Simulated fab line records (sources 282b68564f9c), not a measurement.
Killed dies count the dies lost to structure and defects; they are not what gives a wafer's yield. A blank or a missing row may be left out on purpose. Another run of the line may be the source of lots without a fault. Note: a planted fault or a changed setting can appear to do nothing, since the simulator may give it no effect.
fab line records ; flow rit-cmos
[record] lots = 9; wafers = 27; last-day = 7
route steps=202 shown SILICIDE@165 M1@202
lots untouched by any fault: they come from a run of this same line in which no faults occurred
start-h: hours from the record's first day to the start of the lot's first wafer shown ; wait-h: time in hours since the lot's previous step ; " same as the row above ; L1.1+2: one row covering several wafers at once ; - no value, or no start was given ; * or withheld: withheld ; < > ~ a bound
route shown NAME@n: names a module that has steps shown in the file, with the first one's number in the route ; usual: mean/standard deviation taken from wafers without a fault ; same: alike in all rows ; chamber/n: place in a boat ; sites: each site's reading ; _std_site: their standard deviation ; _edge_site: inner sites' mean taken away from outer sites' mean ; radius-mm: for every site, how far away it sits from the centre of the wafer ; mask NAME#n: copy n ; behind: the tool/chamber that last shaped the wafer ; hold: the reason the lot was held/the length of the hold in hours/how it ended ; device: the n, p or np transistor that did not switch ; end of line: the same wafers' tests at the end of the route ; where a step has no rows: the recipe by itself ; killed: count of dies lost to structure and defects at first sort (not the wafer's yield) ; map: the dies of a wafer, with x for killed, . for not killed, _ for no die there
set.NAME: setting as actually run; set.NAME@STEP: the setting as run at that earlier step ; model.NAME: the simulator's own value behind a step, which no gauge read
route steps across a sampled set of lots; one table per step, one row per wafer
[[steps]]
[step RIT_SILICIDE_RTA_04]
[recipe] temp-c = 650; time-s = 10; idle-temp-c = 25; ramp-up-s = 5; ramp-down-s = 5; cool-to-c = 25; ambient = N2
[usual] wafer_temp_C_max = 652.7/0.61
lot.wafer;tool;chamber;start-h;wait-h;wafer_temp_C_max
L231.3;rtp-anneal-02;0;56.08;0.1;652.2
L231.5;rtp-anneal-02;0;56.08;0.1;652.6
L231.6;rtp-anneal-02;0;56.08;0.1;652.2
L232.1;rtp-anneal-01;0;57.65;0.1;652.9
L232.5;rtp-anneal-01;0;57.65;0.1;653.3
L232.6;rtp-anneal-01;0;57.65;0.1;653.0
L242.2;rtp-anneal-01;0;106.99;0.1;657.2
L242.3;rtp-anneal-01;0;106.99;0.1;657.7
L242.5;rtp-anneal-01;0;106.99;0.1;657.2
L244.4;rtp-anneal-01;0;114.94;0.1;656.9
L244.5;rtp-anneal-01;0;114.94;0.1;657.6
L244.6;rtp-anneal-01;0;114.94;0.1;656.8
L245.2;rtp-anneal-02;0;121.83;0.1;651.8
L245.5;rtp-anneal-02;0;121.83;0.1;652.3
L245.6;rtp-anneal-02;0;121.83;0.1;652.0
L247.2;rtp-anneal-02;0;131.27;0.1;652.4
L247.5;rtp-anneal-02;0;131.27;0.1;652.8
L247.6;rtp-anneal-02;0;131.27;0.1;652.2
L249.1;rtp-anneal-02;0;141.13;0.1;653.1
L249.4;rtp-anneal-02;0;141.13;0.1;652.3
L249.5;rtp-anneal-02;0;141.13;0.1;651.6
L251.2;rtp-anneal-02;0;151.42;0.1;651.8
L251.5;rtp-anneal-02;0;151.42;0.1;652.2
L251.6;rtp-anneal-02;0;151.42;0.1;652.5
L253.1;rtp-anneal-02;0;162.14;0.1;652.1
L253.4;rtp-anneal-02;0;162.14;0.1;652.2
L253.6;rtp-anneal-02;0;162.14;0.1;652.7
[step RIT_M1_PROBE_99]
[usual] killed-at-contacts = 0.2/0.38; killed-at-front-end = 6.7/3; killed-dies = 6.9/3; killed-open = 3.5/1.9; killed-short = 3.3/2
[same] gross-dies = 264; killed_at_M0_to_M3 = 0; killed_at_M4_up = 0; killed-at-back-side = 0; killed-at-other = 0
lot.wafer;tool;chamber;start-h;wait-h;killed-at-contacts;killed-at-front-end;killed-dies;killed-open;killed-short
L244.4;prober-02;-;121.71;0.2;1;8;9;6;3
L244.5;prober-02;-;121.76;0.2;0;6;6;3;3
L244.6;prober-02;-;121.81;0.2;1;7;8;2;6
L245.2;prober-01;-;128.42;0.1;0;6;6;5;1
L245.5;prober-01;-;128.57;0.2;0;6;6;2;4
L245.6;prober-01;-;128.62;0.2;0;4;4;3;1
L247.2;prober-01;-;138.72;0.1;0;4;4;3;1
L247.5;prober-01;-;138.87;0.2;0;6;6;3;3
L247.6;prober-01;-;138.92;0.2;0;7;7;4;3
L251.2;prober-01;-;158.72;0.1;1;3;4;2;2
L251.5;prober-01;-;158.87;0.2;0;10;10;6;4
L251.6;prober-01;-;158.92;0.2;0;6;6;2;4
// killed by level:class
L244.4 GATE:geometric-particle:open=2 FOX2:geometric-particle:open=1 FOX2:geometric-particle:short=1 REOX:geometric-particle:open=1 REOX:geometric-particle:short=1 SPACER:geometric-particle:open=1 SILICIDE:geometric-particle:open=1 CONTACT:geometric-particle:short=1
L244.5 FOX1:geometric-particle:short=2 SPACER:geometric-particle:open=2 GATE:geometric-particle:short=1 SILICIDE:geometric-particle:open=1
L244.6 GATE:geometric-particle:short=3 REOX:geometric-particle:short=2 FOX2:geometric-particle:short=1 GATE:geometric-particle:open=1 CONTACT:geometric-particle:open=1
L245.2 GATE:geometric-particle:open=4 FOX1:geometric-particle:open=1 REOX:geometric-particle:short=1
L245.5 GATE:geometric-particle:short=3 FOX1:geometric-particle:short=1 GATE:geometric-particle:open=1 SILICIDE:geometric-particle:open=1
L245.6 GATE:geometric-particle:open=1 REOX:geometric-particle:open=1 SPACER:geometric-particle:short=1 SPACER:geometric-particle:open=1
L247.2 ACTIVE:geometric-particle:short=1 FOX2:geometric-particle:open=1 GATE:geometric-particle:open=1 SILICIDE:geometric-particle:open=1
L247.5 GATE:geometric-particle:short=2 REOX:geometric-particle:open=2 FOX1:geometric-particle:short=1 SPACER:geometric-particle:open=1
L247.6 GATE:geometric-particle:open=3 GATE:geometric-particle:short=3 SILICIDE:geometric-particle:open=1
L251.2 FOX1:geometric-particle:open=2 FOX1:geometric-particle:short=1 CONTACT:geometric-particle:short=1
L251.5 GATE:geometric-particle:open=4 FOX2:geometric-particle:short=2 FOX2:geometric-particle:open=1 REOX:geometric-particle:short=1 SPACER:geometric-particle:open=1 SPACER:geometric-particle:short=1
L251.6 SPACER:geometric-particle:short=2 FOX1:geometric-particle:short=1 GATE:geometric-particle:open=1 REOX:geometric-particle:short=1 SPACER:geometric-particle:open=1
[[key]]
[first-sign] step = RIT_SILICIDE_RTA_04; reading = wafer_temp_C_max; direction = up; sigmas = 7.4; usual = *; struck = *
effect none on later readings
met-at RIT_SILICIDE_RTA_04
struck-lots L242,L244
tester-left-out L242,L244
onset-between 57.65 106.99
[fault] kind = process-parameter-drift; tool = rtp-anneal-01; chamber = -; onset-h = 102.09; steps = RIT_SILICIDE_RTA_04; channel = temp-c; offset = *; shape = step; end-h = 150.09; acts-in = *; stated = *
// tester-left-out: of these lots the tester's yield and bins aren't shown, on N5 and GAA mostly nor the transistor test; their killed dies are dies lost to structure and defects alone, not to doping, threshold or leakage, so they don't give the yield
